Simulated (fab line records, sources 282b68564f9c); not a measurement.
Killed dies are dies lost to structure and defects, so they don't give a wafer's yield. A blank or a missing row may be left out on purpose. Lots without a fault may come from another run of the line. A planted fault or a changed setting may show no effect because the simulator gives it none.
fab line records | flow rit_cmos
record lots=6 wafers=18 last_day=7
route steps=202 shown PRETRO@69 GATE@75 FOX2@80 M1@202
lots that met no fault: from a run of the same line without faults
start_h: hours from the record's first day to the start of the lot's first wafer shown | wait_h: hours since the lot's step before | " the same as in the row above | L1.1+2: a row that stands for several wafers | - no value, or no start given | * or withheld: withheld | < > ~ a bound
route shown NAME@n: a module of which the file shows steps, and the number in the route of the first | usual: mean/standard deviation of fault-free wafers | same: alike in all rows | chamber/n: place in a boat | sites: the reading at each site | _std_site: their standard deviation | _edge_site: outer sites' mean less inner sites' | radius_mm: how far each site lies from the wafer's centre | mask NAME#n: copy n | behind: the tool/chamber that last shaped the wafer | hold: why the lot was held/for how many hours/how that ended | device: the transistor (n, p or np) that didn't switch | end of line: the same wafers' tests at the end of the route | a step without rows: its recipe alone | killed: dies lost to structure and defects at the first sort, not the wafer's yield | map: a wafer's dies, x killed, . not, _ none there
set.NAME: the setting as run; set.NAME@STEP: as run at that earlier step | model.NAME: the simulator's own value behind a step, which no gauge read
lots at some steps of the route; a table a step, a row a wafer
services: from which hour (start_h, from the record's first day; less than 0 if before it) a tool's chamber was out of use, for how many hours, and why
## steps
# step RIT_PRETRO_DEVELOP_05
# recipe resist=NOVOLAK develop_time_s=68 dev_temp_c=23
# step RIT_PRETRO_OVL_MEAS_06
# usual PRETRO_OVL=0.0/1.5
# columns lot.wafer tool chamber start_h wait_h PRETRO_OVL[nm]
L623.1 overlay-01 - 40.68 - 0.0
L623.2 " - " " -2.1
L623.4 " - " " 0.0
L625.3 overlay-01 - 52.79 - -0.8
L625.4 " - " " 0.9
L625.5 " - " " -0.9
L630.1 overlay-02 - 75.67 - 2.0
L630.2 " - " " 1.5
L630.6 " - " " 0.8
L632.1 overlay-02 - 87.49 - 1.8
L632.3 " - " " 0.9
L632.4 " - " " 1.1
L637.1 overlay-01 - 113.00 - -0.4
L637.5 " - " " 2.4
L637.6 " - " " 0.0
L643.1 overlay-01 - 140.36 - 0.4
L643.2 " - " " -0.6
L643.3 " - " " 1.4
# step RIT_PRETRO_HARDBAKE_07
# recipe resist=NOVOLAK temp_c=140 time_s=120
# step RIT_PRETRO_IMPLANT_08
# recipe species=B energy_kev=45 dose_cm2=1.2e+13 tilt_deg=7
# step RIT_PRETRO_STRIP_09
# recipe chemistry=O2 time_s=180 resist=NOVOLAK platen_temp_c=withheld power_w=500 pressure_mtorr=4000 o2_flow_sccm=4000
# usual chamber_pressure_mTorr=4000/3.4 drypump_motor_current_A=6.0/0.49
# same time_s=180
# columns lot.wafer tool chamber start_h wait_h chamber_pressure_mTorr drypump_motor_current_A rf_hours_counter_h
L623.1 plasma_asher-03 0 41.12 0.1 3996 6.3 43
L623.2 " 1 " " 4005 5.8 43
L623.4 " 1 " " 3996 5.8 -
L625.3 plasma_asher-01 0 53.27 0.1 3998 6.1 -
L625.4 " 1 " " 4005 6.0 -
L625.5 " 0 " " 3990 6.1 -
L630.1 plasma_asher-01 0 76.11 0.1 3999 6.1 41
L630.2 " 1 " " 4000 6.0 41
L630.6 " 1 " " 4003 6.0 -
L632.1 plasma_asher-01 1 88.00 0.1 3998 6.0 43
L632.3 " 0 " " 4003 6.1 -
L632.4 " 1 " " 4006 6.0 -
L637.1 plasma_asher-01 1 113.44 0.1 4000 6.0 46
L637.5 " 0 " " 4000 6.1 -
L637.6 " 1 " " 3999 6.0 -
L643.1 plasma_asher-03 1 140.79 0.1 4000 5.8 2
L643.2 " 0 " " 4001 6.4 2
L643.3 " 1 " " 4000 5.8 -
# step RIT_PRETRO_TW_MEAS_10
# usual PRETRO_TW=475/4.5
# columns lot.wafer tool chamber start_h wait_h PRETRO_TW
L623.1 film_metro-04 - 41.29 0.1 482
L623.2 " - " " 483
L623.4 " - " " 480
L625.3 film_metro-04 - 53.41 0.1 483
L625.4 " - " " 483
L625.5 " - " " 481
L630.1 film_metro-04 - 76.28 0.1 485
L630.2 " - " " 482
L630.6 " - " " 482
L632.1 film_metro-04 - 88.18 0.1 481
L632.3 " - " " 485
L632.4 " - " " 481
L637.1 film_metro-02 - 113.62 0.1 472
L637.5 " - " " 468
L637.6 " - " " 474
L643.1 film_metro-03 - 140.97 0.1 473
L643.2 " - " " 474
L643.3 " - " " 472
# step RIT_GATE_WET_ETCH_00
# recipe chemistry=BOE target=SiO2 target_depth_nm=56 time_s=60 dry=n2_spin dilution=10:1 temp_c=21.5
# step RIT_GATE_CLEAN_01
# recipe chemistry=SC1 mix=3:3:50 time_s=600 temp_c=75
# step RIT_GATE_CLEAN_02
# recipe chemistry=dHF dilution=50:1 time_s=30
# step RIT_GATE_CLEAN_03
# recipe chemistry=SC2 mix=3:3:50 time_s=600 temp_c=75 dry=n2_spin
# step RIT_GATE_CLEAN_04
# recipe chemistry=dHF dilution=50:1 time_s=60 dry=n2_spin
# step RIT_FOX2_THK_MEAS_91
# recipe reads=SiO2_of_FOX2_OXIDATION_00
# usual FIELD_OXIDE_LEFT_2_THK=256/7.9
# columns lot.wafer tool chamber start_h wait_h FIELD_OXIDE_LEFT_2_THK[nm]
L623.1 film_metro-01 - 41.79 0.0 259
L623.2 " - " " 254
L623.4 " - " " 254
L625.3 film_metro-01 - 53.91 0.0 267
L625.4 " - " " 267
L625.5 " - " " 264
L630.1 film_metro-03 - 76.77 0.0 258
L630.2 " - " " 266
L630.6 " - " " 259
L632.1 film_metro-04 - 88.65 0.0 253
L632.3 " - " " 252
L632.4 " - " " 256
L637.1 film_metro-03 - 114.10 0.0 243
L637.5 " - " " 249
L637.6 " - " " 247
L643.1 film_metro-04 - 141.46 0.0 252
L643.2 " - " " 256
L643.3 " - " " 262
# step RIT_GATE_OXIDATION_05
# recipe temp_c=900 ambient=O2 target_thk_a=30 ox_time_s=270
# same ox_time_s=270
# columns lot.wafer tool chamber start_h wait_h
L623.1+2+4 furnace-02 0 42.96 1.2
L625.3+4+5 furnace-04 0 53.95 0.0
L630.1+2+6 furnace-02 0 77.05 0.3
L632.1+3+4 furnace-04 0 88.71 0.1
L632.1+3+4 furnace-04 0 89.96 0.2
L637.1+5+6 furnace-04 0 114.16 0.1
L637.1+5+6 furnace-04 0 117.16 1.9
L643.1+2+3 furnace-02 0 142.83 1.4
# step RIT_GATE_ANNEAL_06
# recipe temp_c=900 time_s=600 ambient=N2O
# step RIT_GATE_THK_MEAS_07
# recipe reads=SiO2_of_GATE_OXIDATION_05
# usual GATE_OXIDE_THK=3.04/0.078
# columns lot.wafer tool chamber start_h wait_h GATE_OXIDE_THK[nm]
L623.1 film_metro-03 - 46.84 0.0 3.02
L623.2 " - " " 3.01
L623.4 " - " " 3.08
L625.3 film_metro-03 - 55.29 0.0 3.04
L625.4 " - " " 3.15
L625.5 " - " " 3.15
L630.1 film_metro-04 - 78.38 0.0 3.08
L630.2 " - " " 3.06
L630.6 " - " " 3.05
L632.1 film_metro-04 - 92.30 0.0 4.97
L632.3 " - " " 4.89
L632.4 " - " " 5.09
L637.1 film_metro-04 - 119.62 0.0 5.07
L637.5 " - " " 5.05
L637.6 " - " " 4.98
L643.1 film_metro-04 - 144.15 0.0 3.07
L643.2 " - " " 3.06
L643.3 " - " " 3.09
# step RIT_GATE_CVD_08
# recipe material=poly-Si target_thk_nm=250 temp_c=610 precursor=SiH4 time_s=2220 pressure_mtorr=300 sih4_flow_sccm=100
# step RIT_M1_PROBE_99
# usual killed_at_front_end=6.5/3 killed_dies=7/3 killed_open=3.2/2 killed_short=3.2/1.9
# same gross_dies=264 killed_at_M0_to_M3=0 killed_at_M4_up=0 killed_at_back_side=0 killed_at_contacts=0 killed_at_other=0
# columns lot.wafer tool chamber start_h wait_h killed_at_front_end killed_dies killed_open killed_short
L623.1 prober-01 - 71.37 0.1 3 3 2 1
L623.2 prober-01 - 71.42 0.1 6 6 2 4
L623.4 prober-01 - 71.52 0.2 11 11 6 5
L625.3 prober-01 - 77.76 0.2 3 3 3 0
L625.4 prober-01 - 77.81 0.2 15 15 9 6
L625.5 prober-01 - 77.86 0.2 7 7 3 4
L630.1 prober-02 - 101.71 0.1 7 7 1 6
L630.2 prober-02 - 101.76 0.1 7 7 3 4
L630.6 prober-02 - 101.96 0.2 4 4 0 4
L637.1 prober-01 - 145.43 0.1 8 8 7 1
L637.5 prober-01 - 145.63 0.2 15 15 9 6
L637.6 prober-01 - 145.68 0.2 5 5 2 3
L643.1 prober-01 - 167.38 0.1 8 8 4 3
L643.2 prober-01 - 167.43 0.1 12 12 5 6
L643.3 prober-01 - 167.48 0.2 6 6 2 4
# killed by level:class
L623.1 FOX1:geometric_particle:short=1 GATE:geometric_particle:open=1 REOX:geometric_particle:open=1
L623.2 FOX1:geometric_particle:open=1 FOX2:geometric_particle:short=1 GATE:geometric_particle:short=1 REOX:geometric_particle:open=1 REOX:geometric_particle:short=1 SPACER:geometric_particle:short=1
L623.4 GATE:geometric_particle:short=2 REOX:geometric_particle:open=2 FOX1:geometric_particle:short=1 FOX1:geometric_particle:open=1 GATE:geometric_particle:open=1 REOX:geometric_particle:short=1 SPACER:geometric_particle:open=1 SILICIDE:geometric_particle:short=1
L625.3 GATE:geometric_particle:open=1 REOX:geometric_particle:open=1 SPACER:geometric_particle:open=1
L625.4 GATE:geometric_particle:open=4 REOX:geometric_particle:open=3 GATE:geometric_particle:short=2 SILICIDE:geometric_particle:open=2 FOX1:geometric_particle:short=1 REOX:geometric_particle:short=1 SPACER:geometric_particle:short=1 SILICIDE:geometric_particle:short=1
L625.5 FOX1:geometric_particle:short=1 GATE:geometric_particle:short=1 GATE:geometric_particle:open=1 REOX:geometric_particle:short=1 REOX:geometric_particle:open=1 SILICIDE:geometric_particle:open=1 SILICIDE:geometric_particle:short=1
L630.1 FOX1:geometric_particle:short=2 SILICIDE:geometric_particle:short=2 GATE:geometric_particle:short=1 SPACER:geometric_particle:short=1 SILICIDE:geometric_particle:open=1
L630.2 SPACER:geometric_particle:open=2 SILICIDE:geometric_particle:short=2 GATE:geometric_particle:short=1 REOX:geometric_particle:open=1 REOX:geometric_particle:short=1
L630.6 FOX1:geometric_particle:short=1 GATE:geometric_particle:short=1 SPACER:geometric_particle:short=1 SILICIDE:geometric_particle:short=1
L637.1 GATE:geometric_particle:open=3 FOX1:geometric_particle:open=2 REOX:geometric_particle:open=2 REOX:geometric_particle:short=1
L637.5 GATE:geometric_particle:open=5 GATE:geometric_particle:short=3 FOX1:geometric_particle:open=2 FOX1:geometric_particle:short=1 REOX:geometric_particle:short=1 REOX:geometric_particle:open=1 SPACER:geometric_particle:open=1 SILICIDE:geometric_particle:short=1
L637.6 FOX1:geometric_particle:short=1 GATE:geometric_particle:short=1 REOX:geometric_particle:open=1 SILICIDE:geometric_particle:open=1 SILICIDE:geometric_particle:short=1
L643.1 GATE:geometric_particle:short=2 GATE:geometric_particle:open=2 FOX1:geometric_particle:open=1 FOX2:geometric_particle:short=1 SILICIDE:geometric_particle:open=1 ACTIVE:coat_microbubble_printed=1
L643.2 GATE:geometric_particle:short=4 GATE:geometric_particle:open=3 REOX:geometric_particle:short=2 FOX1:geometric_particle:open=1 SILICIDE:geometric_particle:open=1 ACTIVE:coat_microbubble_printed=1
L643.3 GATE:geometric_particle:open=2 FOX1:geometric_particle:short=1 FOX2:geometric_particle:short=1 GATE:geometric_particle:short=1 SPACER:geometric_particle:short=1
## services
# columns tool chamber start_h hours kind
plasma_asher-03 0 117.75 - clean
plasma_asher-03 1 117.75 - clean
plasma_asher-01 - 122.12 4.2 pm
furnace-04 - 134.50 3.5 pm
## key
first_sign step=RIT_GATE_OXIDATION_05 reading=visit direction=added
effect step=RIT_GATE_THK_MEAS_07 reading=GATE_OXIDE_THK direction=up sigmas=25 usual=3.04 struck=5.01
met_at RIT_GATE_OXIDATION_05
struck_wafers L632.1,L632.3,L632.4,L637.1,L637.5,L637.6
rows_end L632.1,L632.3,L632.4
tester_left_out L637
fault kind=repeated_step_whole tool=furnace-01,furnace-02,furnace-04 chamber=- onset_h=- steps=RIT_GATE_OXIDATION_05 times=1 scope=struck_lots_only
# tester_left_out: of these lots the tester's yield and bins aren't shown, on N5 and GAA mostly nor the transistor test; their killed dies are dies lost to structure and defects alone, not to doping, threshold or leakage, so they don't give the yield
# rows_end: these wafers met a further fault down the route, and their rows from its step on are left out
